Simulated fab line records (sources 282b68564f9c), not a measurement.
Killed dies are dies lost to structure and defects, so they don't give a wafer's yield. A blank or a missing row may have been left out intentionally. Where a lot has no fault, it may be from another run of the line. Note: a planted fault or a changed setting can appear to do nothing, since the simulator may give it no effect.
Which tool is to blame?    flow rit-cmos    7 lots with 21 wafers sampled at 2 steps, on a route of 202 steps

== WHAT EACH GAUGE READ, for each wafer ==
RIT_NRETRO_TW_MEAS_10.
lot   measured     on             NRETRO_TW
L731  day 3 05:04  film-metro-02  1044 1043 1042
L733  day 3 16:07  film-metro-04  1053 1057 1055
L738  day 4 19:38  film-metro-03  980 981 983 980 982 982
L741  day 5 09:28  film-metro-04  1062 1064 1063
L744  day 6 00:02  film-metro-02  1055 1049 1056
L746  day 6 09:08  film-metro-04  1056 1053 1057
L750  day 7 05:42  film-metro-03  1062 1056 1066

== TOOL THAT RAN EACH LOT (tool first, then ch and the chambers of the sampled wafers, then the start) ==
lot   RIT_NRETRO_IMPLANT_08
L731  implanter-01 ch 0, day 3 04:46
L733  implanter-04 ch 0, day 3 15:47
L738  implanter-04 ch 0, day 4 19:15
L741  implanter-01 ch 0, day 5 09:08
L744  implanter-03 ch 0, day 5 23:43
L746  implanter-01 ch 0, day 6 08:49
L750  implanter-01 ch 0, day 7 05:23
- RIT_NRETRO_IMPLANT_08

== THE ANSWER, worked out from the rows above alone ==
Rule: what is usual is taken from the lots themselves. Put in order of their means at a reading, lots are off if they are a third of the lots or fewer, leave a main group of 4 or more, and stand apart from it by a gap of 3 or more times the standard deviation of the main group's means; of several such gaps the widest counts. If all means in a main group match to the digits the tables above print for the reading, that group is not used. A lot without any number at a reading at which 4 lots or more have one is off too. All remaining lots with rows at the step are treated as sound.
Off: L738, seen at RIT_NRETRO_TW_MEAS_10 (NRETRO_TW). Main group: mean 1055, sd 6.5.
If a tool, at a process step before that reading, ran all the lots that are off and no sound lot after the first of them, it fits. Gauges at RIT_NRETRO_TW_MEAS_10: tried the same way as those tools. One candidate fits, namely implanter-04 at RIT_NRETRO_IMPLANT_08. Its last sound lot is L733 (day 3 15:47), its first lot that is off L738 (day 4 19:15): a fault that began between those two fits.

== WHAT WAS PUT IN BY THE SIMULATOR ==
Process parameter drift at RIT_NRETRO_IMPLANT_08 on implanter-04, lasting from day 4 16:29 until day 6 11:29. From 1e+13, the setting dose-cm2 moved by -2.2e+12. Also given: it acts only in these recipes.
Struck lots among those shown: L738. The same result came from the rule above.
